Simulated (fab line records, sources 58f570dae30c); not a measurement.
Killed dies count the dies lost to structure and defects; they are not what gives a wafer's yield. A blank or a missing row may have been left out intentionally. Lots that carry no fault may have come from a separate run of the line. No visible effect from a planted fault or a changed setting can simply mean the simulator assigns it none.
8D (eight disciplines) problem report, filled in by code ; flow berkeley cmos170 ; the parts of the form that need people (team, actions taken, sign-off) are left out

== 1. WHAT WENT WRONG ==
Across 2 wafers from 2 lots, SILICIDE_TI_RS at UCB170_SILICIDE_RS_MEAS_02 averages 18.8 ohm/sq, while fault-free wafers read 26.2 ohm/sq with a standard deviation of 0.36. Relative to the usual mean, that is a shift of -21 standard deviations.
The step: measures by four-point-probe.
Earliest sighting: wafer L787.4 on film metro-01 at day 10 02:19. The record holds 14 wafers of 6 lots with a number at this step. The rule behind "out" and "out of limits": a value lying over 4 standard deviations away from the usual mean. Any other wafer with a number is counted as sound.

== 2. WHAT IT IS, WHAT IT ISN'T ==
question;is;is not
which readings at this step;SILICIDE_TI_RS;-
which lots;L783, L787;L771, L774, L790, L791
which wafers of those lots;all that have a number;-
read on which gauges;film metro-01, film metro-03;-
when;from day 10 02:19;"up to then (6 sound wafers); but 6 sound wafers of L790, L791 came after"

== 3. SUSPECTS, AND WHAT RULES EACH OUT ==
Counting: a tool at a process step up to the reading stays a suspect if it ran every lot that is out and no sound lot after the first of them.
- the gauge at UCB170_SILICIDE_RS_MEAS_02 has been ruled out. The wafers that are out were read on 2 gauges (film metro-01, film metro-03).
- rtp anneal-02 at UCB170_SDANNEAL_RTA_00 (time 10 s): ruled out as a lasting fault. The sound lots L791 went through it after L787, its earliest lot that is out (day 10 01:35).
- rtp anneal-02 at UCB170_SDANNEAL_RTA_01 (time 5 s): ruled out as a lasting fault. The sound lots L791 went through it after L787, its earliest lot that is out (day 10 01:38).
- pvd sputter-02 at UCB170_SILICIDE_SPUTTER_01 (material Ti, target thk 30 nm, time 25 s): kept. It processed each lot that is out, first L787 at day 10 02:13, and no sound lot thereafter; up to then, the last sound lot it processed was L774 at day 7 17:16.
The count leaves pvd sputter-02 at UCB170_SILICIDE_SPUTTER_01.

== 4. THE CAUSE (what the simulator had put in) ==
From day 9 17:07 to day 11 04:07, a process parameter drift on pvd sputter-02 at UCB170_SILICIDE_SPUTTER_01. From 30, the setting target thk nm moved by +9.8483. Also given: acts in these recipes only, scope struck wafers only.
Counting left only this tool.

== 5. SEQUENCE OF EFFECTS, ordered by route ==
Rows list readings where the struck wafers' mean (over those with a number) sits beyond 3 standard deviations from the usual. Scope: only readings with a usual standard deviation given in the record; hours: median across lots of the time from each lot's start at the first step in this table that gives one to its start at this step; sigmas: change in usual standard deviations.
hours;step;reading;usual;on struck wafers;change;sigmas
0;UCB170_SILICIDE_RS_MEAS_02;SILICIDE_TI_RS;26.2 ohm/sq;18.8;-7.4;-21
2;UCB170_SILICIDE_THK_MEAS_03;SILICIDE_TI_THK;29.6 nm;39.2;+9.6;+28

== 6. WHAT WOULD HAVE CAUGHT IT SOONER ==
The first out-of-limits reading at a measuring or inspecting step in this record came at day 10 02:19, 9 hours after the fault's start at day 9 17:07.
Tool readings at UCB170_SILICIDE_SPUTTER_01 with a usual standard deviation given in the record: none out on any struck wafer, hence no alarm at a limit of 4 standard deviations on them.
Lots out: 2; of these, L783 started UCB170_SILICIDE_SPUTTER_01 on pvd sputter-02 after day 10 02:19. Putting the tool on hold at that point would have spared it.
